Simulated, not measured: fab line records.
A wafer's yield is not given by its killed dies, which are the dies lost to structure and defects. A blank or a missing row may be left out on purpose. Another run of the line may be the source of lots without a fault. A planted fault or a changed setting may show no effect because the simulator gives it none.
fab line records -- flow berkeleyCmos170
record: lots: 14, wafers: 42, lastDay: 13
route steps=331 shown WELLDRIVE@58 M3@312
lots that met no fault: from a run of the same line without faults
startH: hours from the record's first day to the start of the lot's first wafer shown -- waitH: how many hours have passed since the lot's step before this one -- " same as the row above -- L1.1+2: several wafers, shown together as one row -- - no value, or no start was given -- * or withheld: withheld -- < > ~ a bound
route shown NAME@n: names a module that has steps shown in the file, with the first one's number in the route -- usual: mean/standard deviation of fault-free wafers -- same: alike in all rows -- chamber/n: place in a boat -- sites: per-site readings -- _std_site: how widely they spread, as a standard deviation -- _edge_site: inner sites' mean taken away from outer sites' mean -- radiusMm: for every site, how far away it sits from the centre of the wafer -- mask NAME#n: copy n -- behind: the most recent tool/chamber to have shaped the wafer -- hold: reason for holding the lot/hours on hold/outcome of the hold -- device: the transistor (n, p or np) that didn't switch -- end of line: at the end of the route, the tests of the same wafers -- a step given without rows: its recipe and nothing more -- killed: count of dies lost to structure and defects at first sort (not the wafer's yield) -- map: dies across one wafer; x = killed, . = not, _ = none there
set.NAME: the setting that was run; set.NAME@STEP: the one run at that earlier step -- model.NAME: the simulator's own value behind a step, which no gauge read
route steps across a sampled set of lots; one table per step, one row per wafer
services: from which hour (startH, from the record's first day; less than 0 if before it) a tool's chamber was out of use, for how many hours, and why
== steps ==
step: UCB170_WELLDRIVE_ANNEAL_03
recipe: tempC: 1100, timeS: 900, ambient: N2
usual: spikeTcCentreC: 1102.2/1.2, spikeTcLoadC: 1127.1/2.9, spikeTcSourceC: 1124.4/1.9, tubeCenterTempC: 1100/0.1, tube_center_temp_C_max: 1102.9/0.45, zonePowerSourcePct: 47.7/1.1
same: timeS: 900
lot.wafer,tool,chamber,startH,waitH,spikeTcCentreC,spikeTcLoadC,spikeTcSourceC,tubeCenterTempC,tube_center_temp_C_max,zonePowerSourcePct
L369.2,furnace-01,0,82.13,5.3,1100.8,1129.9,1122.6,1100,1103.0,48.1
L369.4,furnace-01,0,82.13,5.3,1101.5,1128.0,1121.2,1100,1102.3,48.0
L369.6,furnace-01,0,82.13,5.3,1102.3,1128.0,1122.4,1100,1102.5,48.1
L370.1,furnace-01,0,82.13,5.3,1103.0,1127.5,1122.7,1100,1102.7,47.9
L370.3,furnace-01,0,82.13,5.3,1103.9,1128.4,1122.4,1100,1102.5,47.7
L370.6,furnace-01,0,82.13,5.3,1102.2,1129.1,1122.7,1100.1,1103.1,47.7
L371.2,furnace-01,0,87.48,5.2,1099.6,1129.3,1123.0,1099.9,1103.2,47.7
L371.3,furnace-01,0,87.48,5.2,1102.6,1130.9,1123.3,1100,1103.0,48.0
L371.5,furnace-01,0,87.48,5.2,1102.1,1130.1,1122.6,1100,1103.1,48.0
L373.1,furnace-01,0,96.00,6.1,1151.3,1179.7,1174.0,1150.1,1153.0,53.6
L373.4,furnace-01,0,96.00,6.1,1152.7,1179.1,1173.9,1149.9,1153.3,53.3
L373.5,furnace-01,0,96.00,6.1,1152.7,1180.4,1175.8,1150,1153.1,54.0
L374.2,furnace-01,0,96.00,6.1,1150.0,1179.8,1173.4,1149.9,1152.7,53.9
L374.3,furnace-01,0,96.00,6.1,1152.0,1179.1,1174.8,1150,1153.4,52.4
L374.6,furnace-01,0,96.00,6.1,1152.2,1179.4,1172.9,1150,1152.5,52.8
L375.2,furnace-02,0,104.06,3.9,1100.7,1128.7,1127.1,1099.9,1102.4,45.3
L375.3,furnace-02,0,104.06,3.9,1101.8,1128.5,1127.0,1100.1,1103.3,44.7
L375.5,furnace-02,0,104.06,3.9,1103.2,1128.3,1127.2,1099.9,1102.6,44.8
L381.1,furnace-04,0,137.10,6.5,1105.8,1123.2,1126.3,1100.2,1102.6,48.1
L381.3,furnace-04,0,137.10,6.5,1099.7,1122.0,1125.6,1099.9,1103.4,47.2
L381.6,furnace-04,0,137.10,6.5,1103.1,1123.6,1125.7,1100,1102.4,47.4
L382.1,furnace-04,0,141.37,4.3,1101.6,1122.9,1124.5,1099.8,1102.3,48.2
L382.2,furnace-04,0,141.37,4.3,1101.2,1124.5,1127.6,1100.2,1102.9,48.1
L382.3,furnace-04,0,141.37,4.3,1103.4,1123.2,1126.7,1100,1102.8,48.1
L386.3,furnace-04,0,165.47,4.5,1102.5,1124.4,1125.9,1100,1102.3,49.0
L386.5,furnace-04,0,165.47,4.5,1102.1,1122.1,1125.1,1100.1,1102.8,48.3
L386.6,furnace-04,0,165.47,4.5,1104.4,1121.9,1127.3,1100,1103.6,48.2
L388.3,furnace-04,0,165.47,4.5,1100.1,1123.2,1125.5,1100.1,1102.5,48.9
L388.5,furnace-04,0,165.47,4.5,1100.9,1122.4,1125.8,1100,1103.5,48.1
L388.6,furnace-04,0,165.47,4.5,1100.7,1122.5,1126.5,1100.1,1102.7,47.8
L389.2,furnace-01,0,184.88,2.1,1101.9,1128.0,1124.1,1099.9,1102.2,48.1
L389.4,furnace-01,0,184.88,2.1,1099.8,1129.9,1122.1,1100.1,1102.9,48.0
L389.6,furnace-01,0,184.88,2.1,1100.6,1129.7,1124.0,1100,1103.5,48.0
L390.2,furnace-01,0,184.88,2.1,1101.6,1131.1,1124.0,1099.9,1102.5,47.6
L390.3,furnace-01,0,184.88,2.1,1102.0,1128.5,1122.6,1100.2,1102.6,48.5
L390.4,furnace-01,0,184.88,2.1,1100.0,1130.3,1124.3,1100.1,1102.3,48.6
L391.4,furnace-01,0,184.88,2.1,1104.2,1128.8,1123.4,1100,1102.4,48.2
L391.5,furnace-01,0,184.88,2.1,1100.8,1128.3,1123.3,1099.9,1102.7,47.9
L391.6,furnace-01,0,184.88,2.1,1101.3,1130.1,1123.0,1100,1102.6,48.9
L392.1,furnace-01,0,193.14,3.0,1101.7,1128.4,1123.0,1100.2,1102.8,48.7
L392.2,furnace-01,0,193.14,3.0,1101.9,1129.2,1122.7,1099.9,1102.3,48.3
L392.5,furnace-01,0,193.14,3.0,1101.6,1127.1,1124.5,1100.1,1102.9,47.1
step: UCB170_M3_THK_MEAS_03
recipe: thkMeasGauge: xrf, reads: Al_of_M3_SPUTTER_01
usual: M3_AL_THK: 885/9.2
lot.wafer,tool,chamber,startH,waitH,M3_AL_THK[nm]
L370.1,filmMetro-04,-,194.35,0.1,869
L370.3,filmMetro-04,-,194.35,0.1,868
L370.6,filmMetro-04,-,194.35,0.1,869
L369.2,filmMetro-01,-,196.08,0.1,886
L369.4,filmMetro-01,-,196.08,0.1,889
L369.6,filmMetro-01,-,196.08,0.1,894
L373.1,filmMetro-03,-,209.75,0.1,880
L373.4,filmMetro-03,-,209.75,0.1,885
L373.5,filmMetro-03,-,209.75,0.1,883
L374.2,filmMetro-04,-,213.88,0.1,889
L374.3,filmMetro-04,-,213.88,0.1,882
L374.6,filmMetro-04,-,213.88,0.1,885
L371.2,filmMetro-03,-,213.98,0.1,887
L371.3,filmMetro-03,-,213.98,0.1,894
L371.5,filmMetro-03,-,213.98,0.1,898
L375.2,filmMetro-04,-,214.15,0.1,868
L375.3,filmMetro-04,-,214.15,0.1,870
L375.5,filmMetro-04,-,214.15,0.1,871
L381.1,filmMetro-04,-,244.22,0.1,886
L381.3,filmMetro-04,-,244.22,0.1,884
L381.6,filmMetro-04,-,244.22,0.1,883
L382.1,filmMetro-01,-,244.27,0.1,883
L382.2,filmMetro-01,-,244.27,0.1,885
L382.3,filmMetro-01,-,244.27,0.1,880
L388.3,filmMetro-03,-,287.70,0.1,899
L388.5,filmMetro-03,-,287.70,0.1,899
L388.6,filmMetro-03,-,287.70,0.1,893
L386.3,filmMetro-01,-,289.73,0.1,890
L386.5,filmMetro-01,-,289.73,0.1,880
L386.6,filmMetro-01,-,289.73,0.1,879
L389.2,filmMetro-01,-,295.47,0.1,868
L389.4,filmMetro-01,-,295.47,0.1,876
L389.6,filmMetro-01,-,295.47,0.1,876
L391.4,filmMetro-04,-,296.99,0.1,879
L391.5,filmMetro-04,-,296.99,0.1,883
L391.6,filmMetro-04,-,296.99,0.1,884
L390.2,filmMetro-04,-,297.26,0.1,886
L390.3,filmMetro-04,-,297.26,0.1,884
L390.4,filmMetro-04,-,297.26,0.1,878
L392.1,filmMetro-04,-,306.35,0.1,881
L392.2,filmMetro-04,-,306.35,0.1,884
L392.5,filmMetro-04,-,306.35,0.1,871
step: UCB170_M3_STRIP_07
recipe: chemistry: O2, powerW: 400, pressureMtorr: 3500, platenTempC: withheld, o2FlowSccm: 400, overashFraction: 0.5
usual: drypumpMotorCurrentA: 5.9/0.65, oesProductAu: 0.734/0.0045, stripTimeToEndpointS: 21.97/0.083
lot.wafer,tool,chamber,startH,waitH,drypumpMotorCurrentA,oesProductAu,rfHoursCounterH,stripTimeToEndpointS
L370.1,plasmaAsher-04,0,194.86,0.1,6.2,0.727,41,21.91
L370.3,plasmaAsher-04,0,194.86,0.1,6.2,0.729,-,21.88
L370.6,plasmaAsher-04,1,194.86,0.1,5.3,0.732,-,21.96
L369.2,plasmaAsher-04,1,196.58,0.1,5.3,0.724,41,21.93
L369.4,plasmaAsher-04,1,196.58,0.1,5.3,0.737,-,21.86
L369.6,plasmaAsher-04,0,196.58,0.1,6.3,0.733,-,21.89
L373.1,plasmaAsher-01,0,210.42,0.1,6.2,0.734,47,21.91
L373.4,plasmaAsher-01,0,210.42,0.1,6.2,0.725,-,21.90
L373.5,plasmaAsher-01,1,210.42,0.1,4.9,0.731,-,21.97
L374.2,plasmaAsher-01,1,214.38,0.1,5.0,0.731,48,22.07
L374.3,plasmaAsher-01,0,214.38,0.1,6.2,0.742,-,22.13
L374.6,plasmaAsher-01,0,214.38,0.1,6.2,0.735,-,22.04
L371.2,plasmaAsher-04,0,214.83,0.1,6.2,0.742,44,22.03
L371.3,plasmaAsher-04,1,214.83,0.1,5.3,0.728,-,21.94
L371.5,plasmaAsher-04,0,214.83,0.1,6.2,0.726,-,21.91
L375.2,plasmaAsher-01,1,214.85,0.1,4.9,0.736,48,21.84
L375.3,plasmaAsher-01,1,214.85,0.1,4.9,0.736,-,21.92
L375.5,plasmaAsher-01,1,214.85,0.1,4.9,0.739,-,21.89
L381.1,plasmaAsher-03,0,244.98,0.1,6.8,0.733,12,21.90
L381.3,plasmaAsher-03,0,244.98,0.1,6.8,0.743,-,21.90
L381.6,plasmaAsher-03,1,244.98,0.1,6.4,0.734,-,21.94
L382.1,plasmaAsher-04,0,245.00,0.1,6.3,0.733,47,21.84
L382.2,plasmaAsher-04,1,245.00,0.1,5.3,0.741,47,21.90
L382.3,plasmaAsher-04,0,245.00,0.1,6.2,0.739,-,21.87
L388.3,plasmaAsher-03,0,288.22,0.1,6.9,0.732,-,21.89
L388.5,plasmaAsher-03,1,288.22,0.1,6.4,0.731,-,21.95
L388.6,plasmaAsher-03,0,288.22,0.1,6.9,0.734,-,21.86
L386.3,plasmaAsher-03,1,290.26,0.1,6.3,0.741,-,22.10
L386.5,plasmaAsher-03,1,290.26,0.1,6.3,0.731,-,22.05
L386.6,plasmaAsher-03,0,290.26,0.1,6.8,0.724,-,22.10
L389.2,plasmaAsher-01,1,295.97,0.1,5.0,0.731,56,21.89
L389.4,plasmaAsher-01,1,295.97,0.1,5.0,0.734,-,21.81
L389.6,plasmaAsher-01,0,295.97,0.1,6.2,0.740,-,21.84
L391.4,plasmaAsher-03,0,297.50,0.1,6.8,0.729,-,22.01
L391.5,plasmaAsher-03,1,297.50,0.1,6.4,0.730,-,22.06
L391.6,plasmaAsher-03,0,297.50,0.1,6.8,0.734,-,22.08
L390.2,plasmaAsher-01,1,297.95,0.1,4.9,0.735,56,22.01
L390.3,plasmaAsher-01,1,297.95,0.1,4.9,0.729,-,22.04
L390.4,plasmaAsher-01,0,297.95,0.1,6.2,0.737,-,22.02
L392.1,plasmaAsher-01,0,306.86,0.1,6.2,0.741,58,22.00
L392.2,plasmaAsher-01,1,306.86,0.1,4.9,0.729,58,22.05
L392.5,plasmaAsher-01,1,306.86,0.1,4.9,0.735,-,21.99
step: UCB170_M3_OVL_MEAS_16
usual: M3_OVL: -1/5.1
lot.wafer,tool,chamber,startH,waitH,M3_OVL[nm]
L370.1,overlay-01,-,196.24,0.1,-1
L370.3,overlay-01,-,196.24,0.1,0
L370.6,overlay-01,-,196.24,0.1,3
L369.2,overlay-01,-,198.12,0.1,-10
L369.4,overlay-01,-,198.12,0.1,-10
L369.6,overlay-01,-,198.12,0.1,-6
L373.1,overlay-01,-,212.37,0.1,-11
L373.4,overlay-01,-,212.37,0.1,-9
L373.5,overlay-01,-,212.37,0.1,-2
L374.2,overlay-01,-,215.74,0.1,9
L374.3,overlay-01,-,215.74,0.1,-7
L374.6,overlay-01,-,215.74,0.1,9
L371.2,overlay-01,-,217.25,0.1,-2
L371.3,overlay-01,-,217.25,0.1,-4
L371.5,overlay-01,-,217.25,0.1,-8
L375.2,overlay-01,-,217.52,0.1,4
L375.3,overlay-01,-,217.52,0.1,0
L375.5,overlay-01,-,217.52,0.1,6
L382.1,overlay-01,-,246.81,0.1,0
L382.2,overlay-01,-,246.81,0.1,-3
L382.3,overlay-01,-,246.81,0.1,1
L381.1,overlay-02,-,247.45,0.1,-2
L381.3,overlay-02,-,247.45,0.1,0
L381.6,overlay-02,-,247.45,0.1,-2
L388.3,overlay-02,-,290.19,0.1,-1
L388.5,overlay-02,-,290.19,0.1,-2
L388.6,overlay-02,-,290.19,0.1,-3
L386.3,overlay-01,-,291.48,0.1,-5
L386.5,overlay-01,-,291.48,0.1,-4
L386.6,overlay-01,-,291.48,0.1,-8
L389.2,overlay-02,-,297.33,0.1,3
L389.4,overlay-02,-,297.33,0.1,-3
L389.6,overlay-02,-,297.33,0.1,-7
L391.4,overlay-01,-,299.33,0.1,-10
L391.5,overlay-01,-,299.33,0.1,-3
L391.6,overlay-01,-,299.33,0.1,-10
L390.2,overlay-01,-,299.68,0.1,7
L390.3,overlay-01,-,299.68,0.1,7
L390.4,overlay-01,-,299.68,0.1,-2
L392.1,overlay-01,-,308.76,0.1,3
L392.2,overlay-01,-,308.76,0.1,1
L392.5,overlay-01,-,308.76,0.1,1
== services ==
tool,chamber,startH,hours,kind
plasmaAsher-03,-,67.24,0.8,repair
furnace-04,-,84.56,2.2,pm
plasmaAsher-03,-,108.75,9.0,pm
plasmaAsher-03,0,108.75,9.0,ventCycle
plasmaAsher-03,1,108.75,9.0,ventCycle
plasmaAsher-03,0,117.75,-,clean
plasmaAsher-03,1,117.75,-,clean
plasmaAsher-01,-,134.24,14.6,pm
furnace-02,-,153.59,3.6,pm
plasmaAsher-03,-,198.73,28.1,pm
furnace-01,-,231.54,13.7,pm
furnace-04,-,257.05,3.5,pm
furnace-01,-,281.55,4.0,pm
furnace-02,-,282.36,14.8,repair
plasmaAsher-04,-,295.25,3.4,repair
furnace-02,-,297.19,2.3,pm
== key ==
firstSign: step: UCB170_WELLDRIVE_ANNEAL_03, reading: tubeCenterTempC, direction: up, sigmas: 99+, usual: *, struck: *
effect: step: UCB170_WELLDRIVE_ANNEAL_03, reading: tube_center_temp_C_max, direction: up, sigmas: 99+, usual: *, struck: *
metAt UCB170_WELLDRIVE_ANNEAL_03
struckLots L373,L374
testerLeftOut L373,L374
notActingAt UCB170_M3_THK_MEAS_03,UCB170_M3_STRIP_07,UCB170_M3_OVL_MEAS_16
onsetBetween 87.48 96.00
fault: kind: processParameterDrift, tool: furnace-01, chamber: -, onsetH: 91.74, steps: UCB170_WELLDRIVE_ANNEAL_03, channel: tempC, offset: *, shape: step, endH: 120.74, actsIn: *, stated: *
testerLeftOut: of these lots the tester's yield and bins aren't shown, on N5 and GAA mostly nor the transistor test; their killed dies are dies lost to structure and defects alone, not to doping, threshold or leakage, so they don't give the yield
